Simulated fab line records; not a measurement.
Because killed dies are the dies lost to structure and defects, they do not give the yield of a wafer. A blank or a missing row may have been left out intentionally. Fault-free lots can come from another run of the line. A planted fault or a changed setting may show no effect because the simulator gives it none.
fab line records + flow berkeleyCmos170
record:
- lots: 7
- wafers: 21
- lastDay: 13
route steps=331 shown PWELL@37
lots that met no fault: taken from a fault-free run of the same line
startH: start of the lot's first displayed wafer, in hours after the record's first day + waitH: hours elapsed since this lot's preceding step + " identical to the entry in the row above + L1.1+2: a row that stands for several wafers + - no value, or no start given + * or withheld: withheld + < > ~ a bound
route shown NAME@n: names a module that has steps shown in the file, with the first one's number in the route + usual: mean/standard deviation of fault-free wafers + same: alike in all rows + chamber/n: place in a boat + sites: each site's reading + _std_site: standard deviation of those values + _edge_site: outer sites' mean less inner sites' + radiusMm: how far each site lies from the wafer's centre + mask NAME#n: copy n + behind: the last tool/chamber to shape the wafer + hold: why the lot went on hold/how many hours it stayed there/how the hold came to an end + device: names the non-switching transistor (n, p or np) + end of line: tests of these same wafers at the route's end + for a step that has no rows: nothing shown but its recipe + killed: dies lost to structure and defects at the first sort, not the wafer's yield + map: the dies of a wafer, with x for killed, . for not killed, _ for no die there
set.NAME: the run value of the setting; set.NAME@STEP: its run value at that earlier step + model.NAME: the simulator's own value behind a step, which no gauge read
certain route steps with their lots: each step a table, each wafer a row
services: the hour from which a tool's chamber was out of use, counted from the record's first day as startH (under 0 if before that day), plus the number of hours and why
== steps ==
step: UCB170_PWELL_THK_MEAS_03
recipe:
- reads: SiO2_of_PWELL_OXIDATION_02
usual:
- PWELL_OXIDE_THK: 26.4/0.48
| lot.wafer | tool         | chamber | startH | waitH | PWELL_OXIDE_THK[nm] |
|-----------|--------------|---------|--------|-------|---------------------|
| L394.1    | filmMetro-01 | -       | 62.77  | 0.0   | 25.9                |
| L394.5    | "            | -       | "      | "     | 26.4                |
| L394.6    | "            | -       | "      | "     | 26.3                |
| L392.3    | filmMetro-03 | -       | 62.79  | 0.0   | 26.5                |
| L392.5    | "            | -       | "      | "     | 26.1                |
| L392.6    | "            | -       | "      | "     | 26.7                |
| L396.2    | filmMetro-01 | -       | 84.98  | 0.0   | 27.1                |
| L396.3    | "            | -       | "      | "     | 27.0                |
| L396.5    | "            | -       | "      | "     | 27.1                |
| L400.1    | filmMetro-04 | -       | 105.93 | 0.0   | 26.5                |
| L400.4    | "            | -       | "      | "     | 26.0                |
| L400.5    | "            | -       | "      | "     | 26.2                |
| L405.1    | filmMetro-04 | -       | 126.80 | 0.0   | 25.7                |
| L405.2    | "            | -       | "      | "     | 25.5                |
| L405.3    | "            | -       | "      | "     | 25.8                |
| L407.1    | filmMetro-01 | -       | 137.97 | 0.0   | 26.2                |
| L407.2    | "            | -       | "      | "     | 25.9                |
| L407.5    | "            | -       | "      | "     | 26.2                |
| L411.1    | filmMetro-01 | -       | 163.29 | 0.0   | 26.3                |
| L411.2    | "            | -       | "      | "     | 25.4                |
| L411.3    | "            | -       | "      | "     | 26.7                |
step: UCB170_PWELL_ANNEAL_04
recipe:
- tempC: 1000
- timeS: 900
- ambient: N2
step: UCB170_PWELL_CVD_05
recipe:
- material: Si3N4
- targetThkNm: 220
- tempC: 800
- precursor: SiH2Cl2/NH3
- timeS: 3300
- pressureMtorr: 200
- sih2cl2FlowSccm: 25
- nh3FlowSccm: 75
step: UCB170_PWELL_THK_MEAS_06
recipe:
- reads: Si3N4_of_PWELL_CVD_05
usual:
- PWELL_NITRIDE_THK: 219.9/2.1
| lot.wafer | tool         | chamber | startH | waitH | PWELL_NITRIDE_THK[nm] |
|-----------|--------------|---------|--------|-------|-----------------------|
| L394.1    | filmMetro-03 | -       | 70.66  | 0.0   | 218.6                 |
| L394.5    | "            | -       | "      | "     | 219.8                 |
| L394.6    | "            | -       | "      | "     | 219.8                 |
| L392.3    | filmMetro-01 | -       | 70.68  | 0.0   | 223.5                 |
| L392.5    | "            | -       | "      | "     | 222.6                 |
| L392.6    | "            | -       | "      | "     | 221.5                 |
| L396.2    | filmMetro-01 | -       | 93.33  | 0.0   | 218.2                 |
| L396.3    | "            | -       | "      | "     | 217.2                 |
| L396.5    | "            | -       | "      | "     | 217.4                 |
| L400.1    | filmMetro-04 | -       | 109.67 | 0.0   | 216.8                 |
| L400.4    | "            | -       | "      | "     | 218.2                 |
| L400.5    | "            | -       | "      | "     | 216.0                 |
| L405.1    | filmMetro-03 | -       | 138.53 | 0.0   | 218.7                 |
| L405.2    | "            | -       | "      | "     | 219.3                 |
| L405.3    | "            | -       | "      | "     | 218.8                 |
| L407.1    | filmMetro-04 | -       | 147.48 | 0.0   | 217.4                 |
| L407.2    | "            | -       | "      | "     | 218.4                 |
| L407.5    | "            | -       | "      | "     | 220.0                 |
| L411.1    | filmMetro-03 | -       | 170.37 | 0.0   | 222.9                 |
| L411.2    | "            | -       | "      | "     | 220.9                 |
| L411.3    | "            | -       | "      | "     | 222.4                 |
step: UCB170_PWELL_HMDS_07
recipe:
- primeTimeS: 60
- primeTempC: 100
step: UCB170_PWELL_COAT_08
recipe:
- resist: KrF
- spinRpm: 1500
- resistThkNm: 900
step: UCB170_PWELL_SOFTBAKE_09
recipe:
- resist: KrF
- tempC: 130
- timeS: 60
step: UCB170_PWELL_EXPOSE_10
recipe:
- maskId: PWELL
- targetCdNm: 3000
- na: 0.5
- sigmaOuter: 0.6
- sourceShape: conventional
- doseMj: 19
step: UCB170_PWELL_PEB_11
recipe:
- pebTempC: 130
- pebTimeS: withheld
- resist: KrF
step: UCB170_PWELL_DEVELOP_12
recipe:
- developer: TMAH
- developTimeS: 45
- resist: KrF
- devTempC: 21
step: UCB170_PWELL_OVL_MEAS_13
usual:
- PWELL_OVL: 5/5.4
| lot.wafer | tool       | chamber | startH | waitH | PWELL_OVL[nm] |
|-----------|------------|---------|--------|-------|---------------|
| L392.3    | overlay-01 | -       | 72.46  | -     | 6             |
| L392.5    | "          | -       | "      | "     | 18            |
| L392.6    | "          | -       | "      | "     | 16            |
| L394.1    | overlay-02 | -       | 72.72  | -     | 1             |
| L394.5    | "          | -       | "      | "     | -2            |
| L394.6    | "          | -       | "      | "     | 2             |
| L396.2    | overlay-01 | -       | 95.44  | -     | 11            |
| L396.3    | "          | -       | "      | "     | -1            |
| L396.5    | "          | -       | "      | "     | 5             |
| L400.1    | overlay-02 | -       | 110.87 | -     | 4             |
| L400.4    | "          | -       | "      | "     | 8             |
| L400.5    | "          | -       | "      | "     | 9             |
| L405.1    | overlay-01 | -       | 139.56 | -     | 5             |
| L405.2    | "          | -       | "      | "     | 0             |
| L405.3    | "          | -       | "      | "     | 7             |
| L407.1    | overlay-01 | -       | 148.71 | -     | -2            |
| L407.2    | "          | -       | "      | "     | 4             |
| L407.5    | "          | -       | "      | "     | -1            |
| L411.1    | overlay-02 | -       | 172.51 | -     | 0             |
| L411.2    | "          | -       | "      | "     | 5             |
| L411.3    | "          | -       | "      | "     | 5             |
step: UCB170_PWELL_ETCH_14
recipe:
- chemistry: CH3F/Ar/O2
- target: Si3N4
- stopOn: SiO2
- CH3F_flow_sccm: 20
- Ar_flow_sccm: 50
- O2_flow_sccm: 7
- pressureMtorr: 50
- rfW: 450
- targetDepthA: 2420
- overEtchFrac: 0.1
- timeS: 151
usual:
- drypumpMotorCurrentA: 5.7/0.61
- oesProductAu: 0.934/0.012
- throttleValvePct: 8.02/0.13
same:
- overEtchFrac: 0.1
| lot.wafer | tool       | chamber | startH | waitH | drypumpMotorCurrentA | oesProductAu | rfHoursCounterH | throttleValvePct |
|-----------|------------|---------|--------|-------|----------------------|--------------|-----------------|------------------|
| L392.3    | rieDiel-04 | 0       | 72.48  | 0.0   | 6.4                  | 0.932        | 30              | 7.93             |
| L392.5    | "          | 1       | "      | "     | 5.4                  | 0.935        | -               | 8.17             |
| L392.6    | "          | 0       | "      | "     | 6.3                  | 0.930        | -               | 7.93             |
| L394.1    | rieDiel-04 | 1       | 72.76  | 0.0   | 5.4                  | 0.931        | 95              | 8.15             |
| L394.5    | "          | 1       | "      | "     | 5.4                  | 0.929        | -               | 8.14             |
| L394.6    | "          | 2       | "      | "     | 6.5                  | 0.945        | -               | 7.92             |
| L396.2    | rieDiel-03 | 2       | 95.47  | 0.0   | 5.4                  | 0.923        | 58              | 8.25             |
| L396.3    | "          | 1       | "      | "     | 5.3                  | 0.936        | 145             | 7.90             |
| L396.5    | "          | 2       | "      | "     | 5.4                  | 0.929        | -               | 8.25             |
| L400.1    | rieDiel-02 | 0       | 110.91 | 0.0   | 6.2                  | 0.940        | 29              | 7.89             |
| L400.4    | "          | 2       | "      | "     | 4.7                  | 0.933        | 142             | 8.15             |
| L400.5    | "          | 1       | "      | "     | 6.5                  | 0.917        | -               | 7.94             |
| L405.1    | rieDiel-03 | 3       | 139.60 | 0.0   | 6.8                  | 0.949        | 2               | 8.12             |
| L405.2    | "          | 0       | "      | "     | 5.3                  | 0.914        | 89              | 8.01             |
| L405.3    | "          | 2       | "      | "     | 5.4                  | 0.929        | 61              | 8.27             |
| L407.1    | rieDiel-02 | 2       | 148.75 | 0.0   | 4.8                  | 0.930        | 144             | 8.16             |
| L407.2    | "          | 3       | "      | "     | 5.7                  | 0.915        | 0               | 7.88             |
| L407.5    | "          | 2       | "      | "     | 4.7                  | 0.930        | -               | 8.16             |
| L411.1    | rieDiel-04 | 1       | 172.54 | 0.0   | 5.4                  | 0.935        | 100             | 8.16             |
| L411.2    | "          | 0       | "      | "     | 6.3                  | 0.921        | 34              | 7.92             |
| L411.3    | "          | 2       | "      | "     | 6.4                  | 0.958        | 37              | 7.92             |
step: UCB170_PWELL_IMPLANT_15
recipe:
- species: B
- doseCm2: 5.035e+12
- energyKev: 60
- tiltDeg: 7
| lot.wafer  | tool         | chamber | startH | waitH |
|------------|--------------|---------|--------|-------|
| L392.3+5+6 | implanter-02 | 0       | 72.63  | 0.1   |
| L394.1+5+6 | implanter-04 | 0       | 72.86  | 0.1   |
| L394.1+5+6 | implanter-04 | 0       | 73.17  | 0.3   |
| L396.2+3+5 | implanter-04 | 0       | 95.60  | 0.1   |
| L396.2+3+5 | implanter-04 | 0       | 95.91  | 0.3   |
| L400.1+4+5 | implanter-03 | 0       | 111.01 | 0.1   |
| L400.1+4+5 | implanter-03 | 0       | 111.33 | 0.3   |
| L405.1+2+3 | implanter-02 | 0       | 139.70 | 0.1   |
| L407.1+2+5 | implanter-04 | 0       | 148.85 | 0.1   |
| L411.1+2+3 | implanter-04 | 0       | 172.64 | 0.1   |
step: UCB170_PWELL_STRIP_16
recipe:
- chemistry: O2
- powerW: 400
- pressureMtorr: 3500
- platenTempC: withheld
- o2FlowSccm: 400
- overashFraction: 0.5
usual:
- drypumpMotorCurrentA: 5.8/0.35
- oesProductAu: 0.721/0.0044
- stripTimeToEndpointS: 18.12/0.093
| lot.wafer | tool           | chamber | startH | waitH | drypumpMotorCurrentA | oesProductAu | rfHoursCounterH | stripTimeToEndpointS |
|-----------|----------------|---------|--------|-------|----------------------|--------------|-----------------|----------------------|
| L392.3    | plasmaAsher-01 | 1       | 72.76  | 0.1   | 5.3                  | 0.727        | -               | 18.08                |
| L392.5    | "              | 0       | "      | "     | 6.0                  | 0.727        | -               | 17.96                |
| L392.6    | "              | 1       | "      | "     | 5.3                  | 0.716        | -               | 18.03                |
| L394.1    | plasmaAsher-02 | 0       | 73.32  | 0.1   | 6.4                  | 0.718        | 29              | 18.11                |
| L394.5    | "              | 0       | "      | "     | 6.4                  | 0.722        | -               | 18.08                |
| L394.6    | "              | 1       | "      | "     | 5.7                  | 0.721        | -               | 18.13                |
| L396.2    | plasmaAsher-03 | 1       | 96.21  | 0.3   | 5.6                  | 0.724        | 38              | 18.15                |
| L396.3    | "              | 0       | "      | "     | 5.6                  | 0.728        | -               | 18.31                |
| L396.5    | "              | 1       | "      | "     | 5.6                  | 0.722        | -               | 18.22                |
| L400.1    | plasmaAsher-02 | 1       | 111.48 | 0.1   | 5.7                  | 0.725        | 33              | 18.20                |
| L400.4    | "              | 0       | "      | "     | 6.3                  | 0.717        | -               | 18.24                |
| L400.5    | "              | 1       | "      | "     | 5.7                  | 0.720        | -               | 18.16                |
| L405.1    | plasmaAsher-01 | 0       | 139.85 | 0.1   | 6.0                  | 0.725        | 40              | 18.08                |
| L405.2    | "              | 1       | "      | "     | 5.3                  | 0.728        | 40              | 18.19                |
| L405.3    | "              | 0       | "      | "     | 6.1                  | 0.725        | -               | 18.07                |
| L407.1    | plasmaAsher-02 | 1       | 149.00 | 0.1   | 5.7                  | 0.723        | 37              | 18.04                |
| L407.2    | "              | 0       | "      | "     | 6.4                  | 0.722        | 37              | 18.08                |
| L407.5    | "              | 1       | "      | "     | 5.7                  | 0.728        | -               | 18.10                |
| L411.1    | plasmaAsher-02 | 1       | 172.79 | 0.1   | 5.7                  | 0.720        | 40              | 18.07                |
| L411.2    | "              | 0       | "      | "     | 6.3                  | 0.720        | 40              | 18.09                |
| L411.3    | "              | 0       | "      | "     | 6.3                  | 0.717        | -               | 18.14                |
step: UCB170_PWELL_TW_MEAS_17
usual:
- PWELL_TW: 379.0/1.7
| lot.wafer | tool         | chamber | startH | waitH | PWELL_TW |
|-----------|--------------|---------|--------|-------|----------|
| L392.3    | filmMetro-01 | -       | 72.85  | 0.1   | 379.1    |
| L392.5    | "            | -       | "      | "     | 378.0    |
| L392.6    | "            | -       | "      | "     | 377.9    |
| L394.1    | filmMetro-01 | -       | 73.42  | 0.1   | 467.9    |
| L394.5    | "            | -       | "      | "     | 465.7    |
| L394.6    | "            | -       | "      | "     | 467.6    |
| L396.2    | filmMetro-03 | -       | 96.32  | 0.1   | 467.8    |
| L396.3    | "            | -       | "      | "     | 467.4    |
| L396.5    | "            | -       | "      | "     | 468.8    |
| L400.1    | filmMetro-03 | -       | 111.65 | 0.1   | 466.3    |
| L400.4    | "            | -       | "      | "     | 466.2    |
| L400.5    | "            | -       | "      | "     | 467.2    |
| L405.1    | filmMetro-04 | -       | 139.95 | 0.1   | 377.8    |
| L405.2    | "            | -       | "      | "     | 380.5    |
| L405.3    | "            | -       | "      | "     | 378.4    |
| L407.1    | filmMetro-01 | -       | 149.10 | 0.1   | 375.8    |
| L407.2    | "            | -       | "      | "     | 377.2    |
| L407.5    | "            | -       | "      | "     | 377.1    |
| L411.1    | filmMetro-04 | -       | 172.89 | 0.1   | 379.5    |
| L411.2    | "            | -       | "      | "     | 378.9    |
| L411.3    | "            | -       | "      | "     | 379.3    |
step: UCB170_PWELL_CLEAN_18
recipe:
- chemistry: SPM
- tempC: 120
- timeS: 600
== services ==
| tool           | chamber | startH | hours | kind          |
|----------------|---------|--------|-------|---------------|
| rieDiel-04     | 3       | 51.13  | 2.3   | repair        |
| rieDiel-02     | 1       | 77.95  | -     | clean         |
| rieDiel-02     | 1       | 77.95  | 15.8  | scheduledDown |
| rieDiel-02     | 1       | 77.95  | 15.8  | ventCycle     |
| implanter-02   | -       | 79.97  | 5.0   | pm            |
| rieDiel-03     | 3       | 81.48  | -     | clean         |
| rieDiel-03     | 3       | 81.48  | 31.8  | scheduledDown |
| rieDiel-03     | 3       | 81.48  | 31.8  | ventCycle     |
| plasmaAsher-03 | -       | 83.52  | 2.0   | repair        |
| implanter-02   | -       | 85.36  | 3.3   | pm            |
| implanter-03   | -       | 86.53  | 2.5   | pm            |
| implanter-02   | -       | 89.04  | 1.1   | repair        |
| plasmaAsher-02 | -       | 94.44  | 5.4   | repair        |
| plasmaAsher-03 | -       | 108.75 | 9.0   | pm            |
| rieDiel-03     | 0       | 110.20 | 25.5  | repair        |
| implanter-03   | -       | 111.50 | 2.6   | repair        |
| plasmaAsher-02 | -       | 111.87 | 1.5   | repair        |
| rieDiel-03     | -       | 113.56 | 4.3   | pm            |
| rieDiel-02     | 3       | 121.86 | -     | clean         |
| rieDiel-02     | 3       | 121.86 | 13.2  | scheduledDown |
| rieDiel-02     | 3       | 121.86 | 13.2  | ventCycle     |
| rieDiel-04     | -       | 133.45 | 0.4   | repair        |
| rieDiel-03     | 0       | 151.88 | 13.6  | repair        |
| rieDiel-02     | -       | 172.64 | 2.8   | pm            |
== key ==
firstSign:
- step: UCB170_PWELL_IMPLANT_15
- reading: visit
- direction: added
effect:
- step: UCB170_PWELL_TW_MEAS_17
- reading: PWELL_TW
- direction: up
- sigmas: 51
- usual: 379.0
- struck: 467.2
metAt UCB170_PWELL_IMPLANT_15
struckWafers L394.1,L394.5,L394.6,L396.2,L396.3,L396.5,L400.1,L400.4,L400.5
testerLeftOut L394,L396,L400
fault:
- kind: repeatedStepWhole
- tool: implanter-02,implanter-03,implanter-04
- chamber: -
- onsetH: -
- steps: UCB170_PWELL_IMPLANT_15
- times: 1
- scope: struckLotsOnly
testerLeftOut: of these lots the tester's yield and bins aren't shown, on N5 and GAA mostly nor the transistor test; their killed dies are dies lost to structure and defects alone, not to doping, threshold or leakage, so they don't give the yield
